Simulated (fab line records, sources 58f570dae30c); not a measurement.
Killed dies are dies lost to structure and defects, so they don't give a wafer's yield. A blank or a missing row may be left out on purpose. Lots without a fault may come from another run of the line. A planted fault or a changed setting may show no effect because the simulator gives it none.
Split-lot experiment | flow berkeley_cmos170 | 5 lots, 23 wafers read, on a route of 331 steps

THE SPLIT
At UCB170_M2_SPUTTER_01 (material Al, target thk 900 nm, time 120 s), the setting power_w was moved away from the recipe's 6000 W on 9 of the 23 wafers read, by -10.3% to +9.5%. The other wafers ran this setting at the recipe's value.

FROM THE SPLIT TO THE READING: what the file shows between them, 6 steps
- UCB170_M2_RS_MEAS_02: measures by four-point-probe
- UCB170_M2_THK_MEAS_03: measures by xrf
- UCB170_M2_SOFTBAKE_11: time 60 s (also split here: temp_c)
- UCB170_M2_EXPOSE_12: exposes mask METAL2, target cd 700 nm
- UCB170_M2_PEB_13
- UCB170_M2_ETCH_17: etches BARC in N2/H2

THE READING
oes_product_au, in a.u., at UCB170_M2_METAL_ETCH_18 (etches Al in Cl2/BCl3, stops on SiO2, target depth 1170 nm, time 195 s). Fault-free wafers of this fab line usually give 0.855 a.u., standard deviation 0.0072 a.u..

wafer  | tool, chamber at the split | power_w as run, W | against the recipe | oes_product_au, a.u. | against lot-mates on the recipe
L075.1 | pvd_sputter-03, -          | 6219              | +3.6%              | 0.866                | +0.011
L075.2 | pvd_sputter-03, -          | 6219              | +3.6%              | 0.873                | +0.018
L075.4 | pvd_sputter-03, -          | 6219              | +3.6%              | 0.866                | +0.011
L075.5 | pvd_sputter-03, -          | 6000              | recipe             | 0.857                | -
L075.6 | pvd_sputter-03, -          | 6000              | recipe             | 0.854                | -
L080.1 | pvd_sputter-04, -          | 6000              | recipe             | 0.853                | -
L080.2 | pvd_sputter-04, -          | 6000              | recipe             | 0.856                | -
L080.4 | pvd_sputter-04, -          | 6000              | recipe             | 0.863                | -
L080.5 | pvd_sputter-04, -          | 6000              | recipe             | 0.847                | -
L080.6 | pvd_sputter-04, -          | 6000              | recipe             | 0.851                | -
L081.1 | pvd_sputter-03, -          | 5380              | -10.3%             | 0.803                | -0.044
L081.2 | pvd_sputter-03, -          | 5380              | -10.3%             | 0.803                | -0.044
L081.3 | pvd_sputter-03, -          | 6000              | recipe             | 0.850                | -
L081.4 | pvd_sputter-03, -          | 5380              | -10.3%             | 0.800                | -0.047
L081.5 | pvd_sputter-03, -          | 6000              | recipe             | 0.844                | -
L083.3 | pvd_sputter-04, -          | 6000              | recipe             | 0.848                | -
L083.4 | pvd_sputter-04, -          | 6000              | recipe             | 0.871                | -
L083.5 | pvd_sputter-04, -          | 6000              | recipe             | 0.838                | -
L085.1 | pvd_sputter-01, -          | 6000              | recipe             | 0.859                | -
L085.3 | pvd_sputter-01, -          | 6000              | recipe             | 0.860                | -
L085.4 | pvd_sputter-01, -          | 6568              | +9.5%              | 0.907                | +0.048
L085.5 | pvd_sputter-01, -          | 6568              | +9.5%              | 0.913                | +0.054
L085.6 | pvd_sputter-01, -          | 6568              | +9.5%              | 0.913                | +0.054

THE FIT
A straight line over all 23 wafers: oes_product_au changes by +0.00538 a.u. for each +1% of power_w; r = +0.97; the points scatter about the line by 0.0076 a.u..
The same after taking each lot's own level away (the mean of its wafers on the recipe; 23 wafers): +0.00475 a.u. for each +1%; r = +0.97; scatter 0.007 a.u..
On that fit, the largest move of power_w shifts the reading by 0.049 a.u..
The lots' own levels span 0.8470 to 0.8595 a.u., that is 1.7 times the standard deviation above.
So the lot-to-lot level changes the slope: the two fits differ.
Check: with one of the wafers moved furthest among these (-10.3%) left out of the fit, the line predicts -0.0496 a.u. for it against its lot-mates. It came out at -0.044 a.u. against them.

OTHER SPLITS ON THESE WAFERS
These wafers also went through other splits before the reading. Each is held against what the fit with the lots' levels taken away leaves over:
other split on the same wafers | wafers away from the commonest value | r with oes_product_au (lot level and that fit taken away)
UCB170_M1_SPUTTER_00 time_s    | 10                                   | -0.29
UCB170_M2_SOFTBAKE_11 temp_c   | 5                                    | +0.02

THE WHOLE CHAIN: every reading that the file lists as answering this split, in the file's order
step                    | what it does                                                           | reading                                                                     | change (the file's fit)                   | r (the file's)
UCB170_M2_SPUTTER_01    | material Al, target thk 900 nm, time 120 s                             | Al_of_M2_SPUTTER_01.thk_nm (the simulator's own value, which no gauge read) | +8.69 nm for each +1% of the setting      | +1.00
UCB170_M2_RS_MEAS_02    | measures by four-point-probe                                           | M2_AL_RS                                                                    | -0.000317 for each +1% of the setting     | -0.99
UCB170_M2_THK_MEAS_03   | measures by xrf                                                        | M2_AL_THK                                                                   | +8.51 for each +1% of the setting         | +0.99
UCB170_M2_METAL_ETCH_18 | etches Al in Cl2/BCl3, stops on SiO2, target depth 1170 nm, time 195 s | oes_product_au                                                              | +0.00478 a.u. for each +1% of the setting | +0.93

THE FILE'S OWN FIT
oes_product_au changes by +0.00478 a.u. for each +1% of power_w, r = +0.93.
